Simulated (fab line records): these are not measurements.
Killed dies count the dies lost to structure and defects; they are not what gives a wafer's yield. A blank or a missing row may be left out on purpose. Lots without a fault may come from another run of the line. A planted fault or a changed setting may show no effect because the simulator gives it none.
Which tool did it? | flow rit_cmos | Sampling: 7 lots, 21 wafers, 2 of 202 route steps

== WHAT THE GAUGES READ, wafer by wafer ==
RIT_WELLDRIVE_RS_MEAS_01: uses a four-point probe to measure.
lot  | measured    | on            | NWELL_RS (ohm/sq)
L255 | day 2 08:56 | film_metro-04 | 275.7 275.0 274.9
L257 | day 2 19:32 | film_metro-04 | 274.6 273.9 274.2
L261 | day 3 14:48 | film_metro-04 | 275.0 275.2 274.3
L263 | day 4 00:44 | film_metro-04 | 275.9 274.4 274.4
L265 | day 4 12:25 | film_metro-01 | 287.3 287.8 286.8
L274 | day 6 09:46 | film_metro-01 | 274.7 275.4 274.9
L276 | day 6 19:02 | film_metro-04 | 275.1 276.2 274.9

== EACH LOT AND THE TOOL THAT RAN IT (in order: tool; ch and the chambers of the sampled wafers; start) ==
lot  | RIT_WELLDRIVE_ANNEAL_00
L255 | furnace-01 ch 0, day 2 03:50
L257 | furnace-03 ch 0, day 2 14:27
L261 | furnace-04 ch 0, day 3 09:43
L263 | furnace-04 ch 0, day 3 19:38
L265 | furnace-01 ch 0, day 4 07:19
L274 | furnace-03 ch 0, day 6 04:38
L276 | furnace-04 ch 0, day 6 13:56
- RIT_WELLDRIVE_ANNEAL_00: time 14700 s.

== THE ANSWER, worked out from the rows above alone ==
Rule: what is usual is taken from the lots themselves. The widest of any qualifying gaps counts: lots, ordered by their means at a reading, are off when they make up no more than a third of the lots, leave a main group of 4 or more, and stand apart from it by 3 or more times the standard deviation of that group's means. A main group is skipped when, at the precision printed for the reading in the tables above, its means are all equal. Also off: a lot with no number at a reading for which 4 or more lots have one. The other lots that the step has rows for count as sound.
Off: L265, at RIT_WELLDRIVE_RS_MEAS_01 (NWELL_RS). Mean 274.9 ohm/sq and standard deviation 0.36 in the main group.
A tool fits if, at a process step before that reading, it ran every lot that is off, and no sound lot after the first of them. Those tools and the gauges at RIT_WELLDRIVE_RS_MEAS_01 are tried in the same way. One fits: RIT_WELLDRIVE_ANNEAL_00 on furnace-01. Its last sound lot is L255 (day 2 03:50), its first lot that is off L265 (day 4 07:19): a fault that began between those two fits.

== WHAT THE SIMULATOR HAD INSERTED ==
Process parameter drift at RIT_WELLDRIVE_ANNEAL_00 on furnace-01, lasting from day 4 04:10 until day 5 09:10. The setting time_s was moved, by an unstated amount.
Struck lots among those shown: L265. The rule above reached the same finding.
